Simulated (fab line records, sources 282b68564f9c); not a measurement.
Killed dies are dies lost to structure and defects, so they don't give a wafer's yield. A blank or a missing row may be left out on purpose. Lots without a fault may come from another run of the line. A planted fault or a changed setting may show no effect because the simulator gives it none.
Which tool did it? | flow rit_cmos | 15 lots, 45 wafers sampled, at 2 steps of a route of 202

WHAT THE GAUGES READ, wafer by wafer
RIT_NSD_OVL_MEAS_06.
lot  | measured    | on         | NSD_OVL (nm)
L119 | day 4 02:18 | overlay-01 | 0.0 0.2 -1.5
L121 | day 4 07:05 | overlay-01 | -1.9 0.9 -0.9
L123 | day 4 12:06 | overlay-02 | 0.6 0.6 0.9
L124 | day 4 20:27 | overlay-02 | -1.2 -0.9 -1.5
L126 | day 4 23:46 | overlay-01 | 1.5 3.4 1.2
L127 | day 5 02:25 | overlay-02 | -0.2 1.3 1.1
L128 | day 5 08:09 | overlay-01 | -1.8 -1.5 1.4
L129 | day 5 12:41 | overlay-02 | 1.8 -1.3 0.3
L131 | day 5 22:40 | overlay-01 | 1.2 -0.5 -0.1
L132 | day 6 05:17 | overlay-02 | 1.6 0.7 0.7
L133 | day 6 07:13 | overlay-02 | 358.4 356.6 357.3 358.2 356.5 358.1
L136 | day 6 23:57 | overlay-01 | 3.5 1.2 0.4
L138 | day 7 05:53 | overlay-01 | 360.3 360.6 360.3 360.1 360.6 360.4
L139 | day 7 18:19 | overlay-01 | 1.0 1.3 3.2
L140 | day 7 19:39 | overlay-02 | 360.0 360.2 361.9 359.6 360.0 362.1

WHICH TOOL RAN EACH LOT (tool, then ch and the chambers of the sampled wafers, then the start)
lot  | RIT_NSD_EXPOSE_03
L119 | iline_stepper-01 ch 0, day 4 01:54
L121 | iline_stepper-02 ch 0, day 4 06:38
L123 | iline_stepper-02 ch 0, day 4 11:42
L124 | iline_stepper-02 ch 0, day 4 20:04
L126 | iline_stepper-01 ch 0, day 4 23:22
L127 | iline_stepper-01 ch 0, day 5 02:02
L128 | iline_stepper-02 ch 0, day 5 07:46
L129 | iline_stepper-01 ch 0, day 5 12:18
L131 | iline_stepper-02 ch 0, day 5 22:14
L132 | iline_stepper-01 ch 0, day 6 04:55
L133 | iline_stepper-02 ch 0, day 6 06:49
L136 | iline_stepper-01 ch 0, day 6 23:31
L138 | iline_stepper-02 ch 0, day 7 05:31
L139 | iline_stepper-01 ch 0, day 7 17:55
L140 | iline_stepper-02 ch 0, day 7 19:15
- RIT_NSD_EXPOSE_03: exposes mask M9, target cd 40700 nm.

WHAT THE TOOLS THEMSELVES READ (means of the sampled wafers that have a number; where no wafer has one, the mark that the record gives instead)
The record holds no such reading with a usual standard deviation.

THE ANSWER, worked out from the rows above alone
Rule: what is usual is taken from the lots themselves. Put in order of their means at a reading, lots are off if they are a third of the lots or fewer, leave a main group of 4 or more, and stand apart from it by a gap of 3 or more times the standard deviation of the main group's means; of several such gaps the widest counts. A main group whose means are all the same, to the digits that the tables above print for the reading, isn't used. A lot without any number at a reading at which 4 lots or more have one is off too. The other lots that the step has rows for count as sound. The gauges are gone through in route order, then the tools' own readings, and for those a lot's mean is taken as printed above. The first step at which some lot is off is used, and at that step the reading that is off furthest; a lot without a number counts as furthest.
Off: L133, L138, L140, at RIT_NSD_OVL_MEAS_06 (NSD_OVL). The main group: mean 0.5 nm, standard deviation 1.
A tool fits if, at a process step before that reading, it ran every lot that is off, and no sound lot after the first of them. The gauges at RIT_NSD_OVL_MEAS_06 are tried like those tools. One fits: iline_stepper-02 at RIT_NSD_EXPOSE_03. Its last sound lot is L131 (day 5 22:14), its first lot that is off L133 (day 6 06:49): a fault that began between those two fits.

WHAT THE SIMULATOR HAD PUT IN
Scanner matching overlay: iline_stepper-02, from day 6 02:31 on, at RIT_NSD_EXPOSE_03. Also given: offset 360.
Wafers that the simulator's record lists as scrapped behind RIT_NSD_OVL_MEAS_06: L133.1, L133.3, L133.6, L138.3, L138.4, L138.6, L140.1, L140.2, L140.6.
Lots struck among those shown: L133, L138, L140. The rule above found the same.
